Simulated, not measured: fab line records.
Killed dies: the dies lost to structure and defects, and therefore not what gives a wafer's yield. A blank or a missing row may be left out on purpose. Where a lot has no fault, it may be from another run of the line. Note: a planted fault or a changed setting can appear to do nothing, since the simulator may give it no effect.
fab line records + flow rit-cmos + part 2 of 2: steps 33 to 43 of 43
[record]
- lots = 5
- wafers = 15
- last-day = 7
route steps=202 shown PLDD@117 SPACER@125 NSD@131 PSD@142 SDANNEAL@153
lots that met no fault: from a run of the same line without faults
start-h: start of the lot's first displayed wafer, in hours after the record's first day + wait-h: time in hours since the lot's previous step + " unchanged from the row above + L1.1+2: one row covering several wafers at once + - no value, or no start given + * or withheld: withheld + < > ~ a bound
route shown NAME@n: names a module that has steps shown in the file, with the first one's number in the route + usual: mean and standard deviation over wafers with no fault + same: alike in all rows + chamber/n: place in a boat + sites: per-site readings + _std_site: their standard deviation + _edge_site: the outer-site mean with the inner-site mean subtracted + radius-mm: how far each site lies from the wafer's centre + mask NAME#n: copy n + behind: the last tool/chamber to shape the wafer + hold: why the lot was held/for how many hours/how that ended + device: the transistor (n, p or np) that didn't switch + end of line: at the end of the route, the tests of the same wafers + for a step that has no rows: nothing shown but its recipe + killed: not the wafer's yield, but the dies lost to structure and defects at the first sort + map: the dies of a wafer, with x for killed, . for not killed, _ for no die there
set.NAME: setting as actually run; set.NAME@STEP: the setting as run at that earlier step + model.NAME: the simulator's own value behind a step, which no gauge read
lots at some steps of the route; a table a step, a row a wafer
services: a tool's chamber out of use, with start hour (start-h, from the record's first day; less than 0 if before it), hours out, and reason
[[steps]]
[step RIT_PSD_HARDBAKE_07]
[recipe]
- resist = NOVOLAK
- temp-c = 140
- time-s = 60
[usual]
- heater-power-total-W = 62.55/0.047
| lot.wafer | tool           | chamber | start-h | wait-h | heater-power-total-W |
|-----------|----------------|---------|---------|--------|----------------------|
| L077.1    | litho-track-04 | 0       | 66.33   | 0.0    | 62.56                |
| L077.2    | "              | 0       | "       | "      | 62.58                |
| L077.3    | "              | 0       | "       | "      | 62.54                |
| L081.3    | litho-track-04 | 0       | 92.43   | 0.1    | 62.59                |
| L081.4    | "              | 0       | "       | "      | 62.55                |
| L081.6    | "              | 0       | "       | "      | 62.50                |
| L088.1    | litho-track-03 | 0       | 141.22  | 0.1    | 62.62                |
| L088.5    | "              | 0       | "       | "      | 62.57                |
| L088.6    | "              | 0       | "       | "      | 62.51                |
| L092.1    | litho-track-04 | 0       | 156.72  | 0.0    | 62.57                |
| L092.2    | "              | 0       | "       | "      | 62.57                |
| L092.4    | "              | 0       | "       | "      | 62.59                |
| L095.1    | litho-track-03 | 0       | 165.32  | 0.0    | 62.46                |
| L095.3    | "              | 0       | "       | "      | 62.50                |
| L095.5    | "              | 0       | "       | "      | 62.54                |
[step RIT_PSD_IMPLANT_08]
[recipe]
- species = BF2
- energy-kev = 26.73
- dose-cm2 = 5e+15
- tilt-deg = 7
[usual]
- beam-on-s = 13.4/1.3
| lot.wafer | tool         | chamber | start-h | wait-h | beam-on-s |
|-----------|--------------|---------|---------|--------|-----------|
| L077.1    | implanter-03 | 0       | 66.48   | 0.1    | 13.7      |
| L077.2    | "            | 0       | "       | "      | 13.3      |
| L077.3    | "            | 0       | "       | "      | 13.3      |
| L081.3    | implanter-01 | 0       | 92.58   | 0.1    | 14.7      |
| L081.4    | "            | 0       | "       | "      | 14.6      |
| L081.6    | "            | 0       | "       | "      | 14.6      |
| L088.1    | implanter-03 | 0       | 141.37  | 0.1    | 14.0      |
| L088.5    | "            | 0       | "       | "      | 13.3      |
| L088.6    | "            | 0       | "       | "      | 13.3      |
| L092.1    | implanter-03 | 0       | 156.87  | 0.1    | 13.3      |
| L092.2    | "            | 0       | "       | "      | 13.2      |
| L092.4    | "            | 0       | "       | "      | 13.2      |
| L095.1    | implanter-01 | 0       | 165.47  | 0.1    | 14.5      |
| L095.3    | "            | 0       | "       | "      | 14.4      |
| L095.5    | "            | 0       | "       | "      | 14.6      |
[step RIT_PSD_STRIP_09]
[recipe]
- chemistry = O2
- time-s = 180
- resist = NOVOLAK
- platen-temp-c = withheld
- power-w = 500
- pressure-mtorr = 4000
- o2-flow-sccm = 4000
[usual]
- drypump-motor-current-A = 6.1/0.36
| lot.wafer | tool            | chamber | start-h | wait-h | drypump-motor-current-A | rf-hours-counter-h |
|-----------|-----------------|---------|---------|--------|-------------------------|--------------------|
| L077.1    | plasma-asher-02 | 0       | 66.63   | 0.1    | 6.6                     | 44                 |
| L077.2    | "               | 1       | "       | "      | 6.3                     | 44                 |
| L077.3    | "               | 0       | "       | "      | 6.6                     | -                  |
| L081.3    | plasma-asher-03 | 1       | 92.74   | 0.1    | 6.4                     | -                  |
| L081.4    | "               | 0       | "       | "      | 6.0                     | -                  |
| L081.6    | "               | 1       | "       | "      | 6.4                     | -                  |
| L088.1    | plasma-asher-03 | 1       | 141.52  | 0.1    | 6.4                     | 31                 |
| L088.5    | "               | 1       | "       | "      | 6.4                     | -                  |
| L088.6    | "               | 0       | "       | "      | 6.1                     | -                  |
| L092.1    | plasma-asher-01 | 1       | 157.02  | 0.1    | 5.5                     | 5                  |
| L092.2    | "               | 0       | "       | "      | 5.8                     | 5                  |
| L092.4    | "               | 0       | "       | "      | 5.8                     | -                  |
| L095.1    | plasma-asher-03 | 0       | 165.62  | 0.1    | 6.0                     | 34                 |
| L095.3    | "               | 0       | "       | "      | 6.0                     | -                  |
| L095.5    | "               | 1       | "       | "      | 6.4                     | -                  |
[step RIT_PSD_TW_MEAS_10]
[usual]
- PSD_TW = 3406/18
| lot.wafer | tool          | chamber | start-h | wait-h | PSD_TW |
|-----------|---------------|---------|---------|--------|--------|
| L077.1    | film-metro-04 | -       | 66.80   | 0.1    | 3373   |
| L077.2    | "             | -       | "       | "      | 3386   |
| L077.3    | "             | -       | "       | "      | 3378   |
| L081.3    | film-metro-02 | -       | 92.87   | 0.1    | 3409   |
| L081.4    | "             | -       | "       | "      | 3403   |
| L081.6    | "             | -       | "       | "      | 3408   |
| L088.1    | film-metro-01 | -       | 141.69  | 0.1    | 3401   |
| L088.5    | "             | -       | "       | "      | 3397   |
| L088.6    | "             | -       | "       | "      | 3391   |
| L092.1    | film-metro-04 | -       | 157.20  | 0.1    | 3412   |
| L092.2    | "             | -       | "       | "      | 3402   |
| L092.4    | "             | -       | "       | "      | 3379   |
| L095.1    | film-metro-02 | -       | 165.79  | 0.1    | 3440   |
| L095.3    | "             | -       | "       | "      | 3430   |
| L095.5    | "             | -       | "       | "      | 3426   |
[step RIT_SDANNEAL_CLEAN_00]
[recipe]
- chemistry = SC1
- mix = 3:3:50
- time-s = 600
- temp-c = 75
| lot.wafer  | tool         | chamber | start-h | wait-h |
|------------|--------------|---------|---------|--------|
| L077.1+2+3 | wet-bench-04 | 3       | 66.86   | 0.1    |
| L081.3+4+6 | wet-bench-01 | 3       | 92.91   | 0.0    |
| L088.1+5+6 | wet-bench-02 | 3       | 141.75  | 0.1    |
| L092.1+2+4 | wet-bench-01 | 0       | 157.26  | 0.1    |
| L095.1+3+5 | wet-bench-02 | 0       | 165.85  | 0.1    |
[step RIT_SDANNEAL_CLEAN_01]
[recipe]
- chemistry = dHF
- dilution = 50:1
- time-s = 30
| lot.wafer  | tool         | chamber | start-h | wait-h |
|------------|--------------|---------|---------|--------|
| L077.1+2+3 | wet-bench-01 | 2       | 67.05   | 0.0    |
| L081.3+4+6 | wet-bench-04 | 1       | 93.10   | 0.0    |
| L088.1+5+6 | wet-bench-02 | 3       | 141.93  | 0.0    |
| L092.1+2+4 | wet-bench-02 | 0       | 157.43  | 0.0    |
| L095.1+3+5 | wet-bench-04 | 0       | 166.03  | 0.0    |
[step RIT_SDANNEAL_CLEAN_02]
[recipe]
- chemistry = SC2
- mix = 3:3:50
- time-s = 600
- temp-c = 75
- dry = n2-spin
| lot.wafer  | tool         | chamber | start-h | wait-h |
|------------|--------------|---------|---------|--------|
| L077.1+2+3 | wet-bench-04 | 1       | 67.07   | 0.0    |
| L081.3+4+6 | wet-bench-02 | 3       | 93.12   | 0.0    |
| L088.1+5+6 | wet-bench-02 | 3       | 141.95  | 0.0    |
| L092.1+2+4 | wet-bench-01 | 1       | 157.45  | 0.0    |
| L095.1+3+5 | wet-bench-01 | 1       | 166.05  | 0.0    |
[step RIT_SDANNEAL_RTA_03]
[recipe]
- temp-c = 1050
- time-s = 5
- idle-temp-c = 600
- ramp-up-c-per-s = 342
- ramp-down-c-per-s = 171
- cool-to-c = 600
- ambient = N2
[usual]
- wafer_temp_C_max = 1053.4/1.1
| lot.wafer | tool          | chamber | start-h | wait-h | wafer_temp_C_max |
|-----------|---------------|---------|---------|--------|------------------|
| L077.1    | rtp-anneal-02 | 0       | 67.26   | 0.0    | 1052.8           |
| L077.2    | "             | 0       | "       | "      | 1052.0           |
| L077.3    | "             | 0       | "       | "      | 1053.7           |
| L081.3    | rtp-anneal-02 | 0       | 93.33   | 0.0    | 1054.0           |
| L081.4    | "             | 0       | "       | "      | 1052.4           |
| L081.6    | "             | 0       | "       | "      | 1052.9           |
| L088.1    | rtp-anneal-01 | 0       | 142.12  | 0.0    | 1055.5           |
| L088.5    | "             | 0       | "       | "      | 1054.0           |
| L088.6    | "             | 0       | "       | "      | 1054.0           |
| L092.1    | rtp-anneal-02 | 0       | 157.63  | 0.0    | 1052.3           |
| L092.2    | "             | 0       | "       | "      | 1055.0           |
| L092.4    | "             | 0       | "       | "      | 1052.9           |
| L095.1    | rtp-anneal-01 | 0       | 166.24  | 0.0    | 1053.7           |
| L095.3    | "             | 0       | "       | "      | 1052.4           |
| L095.5    | "             | 0       | "       | "      | 1053.4           |
[step RIT_SDANNEAL_RS_MEAS_04]
[recipe]
- thk-meas-gauge = four-point-probe
[usual]
- PSD_RS = 116.5/0.31
| lot.wafer | tool          | chamber | start-h | wait-h | PSD_RS[ohm/sq] |
|-----------|---------------|---------|---------|--------|----------------|
| L077.1    | film-metro-04 | -       | 67.32   | 0.0    | 116.2          |
| L077.2    | "             | -       | "       | "      | 115.9          |
| L077.3    | "             | -       | "       | "      | 115.8          |
| L081.3    | film-metro-01 | -       | 93.41   | 0.1    | 116.6          |
| L081.4    | "             | -       | "       | "      | 116.7          |
| L081.6    | "             | -       | "       | "      | 116.7          |
| L088.1    | film-metro-02 | -       | 142.18  | 0.0    | 117.0          |
| L088.5    | "             | -       | "       | "      | 116.8          |
| L088.6    | "             | -       | "       | "      | 117.0          |
| L092.1    | film-metro-01 | -       | 157.68  | 0.0    | 116.8          |
| L092.2    | "             | -       | "       | "      | 116.4          |
| L092.4    | "             | -       | "       | "      | 116.5          |
| L095.1    | film-metro-04 | -       | 166.30  | 0.0    | 116.0          |
| L095.3    | "             | -       | "       | "      | 116.0          |
| L095.5    | "             | -       | "       | "      | 116.4          |
[step RIT_SDANNEAL_RS_MEAS_05]
[recipe]
- thk-meas-gauge = four-point-probe
[usual]
- NSD_RS = 84.58/0.3
| lot.wafer | tool          | chamber | start-h | wait-h | NSD_RS[ohm/sq] |
|-----------|---------------|---------|---------|--------|----------------|
| L077.1    | film-metro-04 | -       | 67.44   | 0.1    | 84.09          |
| L077.2    | "             | -       | "       | "      | 84.38          |
| L077.3    | "             | -       | "       | "      | 83.94          |
| L081.3    | film-metro-01 | -       | 93.53   | 0.1    | 84.65          |
| L081.4    | "             | -       | "       | "      | 84.52          |
| L081.6    | "             | -       | "       | "      | 84.51          |
| L088.1    | film-metro-02 | -       | 142.30  | 0.1    | 85.05          |
| L088.5    | "             | -       | "       | "      | 84.74          |
| L088.6    | "             | -       | "       | "      | 84.82          |
| L092.1    | film-metro-01 | -       | 157.80  | 0.1    | 84.72          |
| L092.2    | "             | -       | "       | "      | 85.27          |
| L092.4    | "             | -       | "       | "      | 85.10          |
| L095.1    | film-metro-04 | -       | 166.42  | 0.1    | 84.44          |
| L095.3    | "             | -       | "       | "      | 84.86          |
| L095.5    | "             | -       | "       | "      | 84.41          |
[step RIT_SDANNEAL_RS_MEAS_06]
[recipe]
- thk-meas-gauge = four-point-probe
[usual]
- PLDD_RS = 178.8/0.52
| lot.wafer | tool          | chamber | start-h | wait-h | PLDD_RS[ohm/sq] |
|-----------|---------------|---------|---------|--------|-----------------|
| L077.1    | film-metro-04 | -       | 67.56   | 0.1    | 178.3           |
| L077.2    | "             | -       | "       | "      | 178.4           |
| L077.3    | "             | -       | "       | "      | 177.6           |
| L081.3    | film-metro-01 | -       | 93.65   | 0.1    | 179.0           |
| L081.4    | "             | -       | "       | "      | 178.8           |
| L081.6    | "             | -       | "       | "      | 178.5           |
| L088.1    | film-metro-02 | -       | 142.42  | 0.1    | 178.4           |
| L088.5    | "             | -       | "       | "      | 178.2           |
| L088.6    | "             | -       | "       | "      | 178.6           |
| L092.1    | film-metro-01 | -       | 157.92  | 0.1    | 178.8           |
| L092.2    | "             | -       | "       | "      | 179.0           |
| L092.4    | "             | -       | "       | "      | 178.7           |
| L095.1    | film-metro-04 | -       | 166.54  | 0.1    | 178.1           |
| L095.3    | "             | -       | "       | "      | 177.8           |
| L095.5    | "             | -       | "       | "      | 178.6           |
[[services]]
| tool             | chamber | start-h | hours | kind       |
|------------------|---------|---------|-------|------------|
| plasma-asher-02  | -       | 39.68   | 0.8   | repair     |
| plasma-asher-03  | -       | 42.53   | 45.4  | repair     |
| implanter-03     | -       | 45.38   | 2.2   | pm         |
| rie-diel-02      | -       | 53.37   | 0.7   | repair     |
| iline-stepper-01 | -       | 57.30   | 1.7   | pm         |
| rie-diel-02      | -       | 60.12   | 2.8   | pm         |
| implanter-04     | -       | 64.56   | 4.2   | pm         |
| rie-diel-02      | 2       | 66.32   | 9.4   | repair     |
| implanter-02     | -       | 79.35   | 15.3  | pm         |
| rie-diel-04      | -       | 90.44   | 2.9   | repair     |
| rtp-anneal-01    | -       | 96.00   | 3.4   | pm         |
| plasma-asher-01  | -       | 108.75  | 9.0   | pm         |
| plasma-asher-01  | 0       | 108.75  | 9.0   | vent-cycle |
| plasma-asher-01  | 1       | 108.75  | 9.0   | vent-cycle |
| plasma-asher-02  | -       | 111.76  | 0.5   | repair     |
| implanter-01     | -       | 114.23  | 5.9   | pm         |
| plasma-asher-01  | 0       | 117.75  | -     | clean      |
| plasma-asher-01  | 1       | 117.75  | -     | clean      |
| rie-diel-02      | -       | 124.78  | 0.1   | repair     |
| implanter-04     | -       | 126.57  | 2.0   | repair     |
| plasma-asher-02  | -       | 127.91  | 2.8   | pm         |
| rie-diel-04      | 3       | 147.36  | 4.4   | repair     |
| implanter-03     | -       | 147.97  | 4.3   | pm         |
| rie-diel-02      | 2       | 159.42  | 1.4   | repair     |
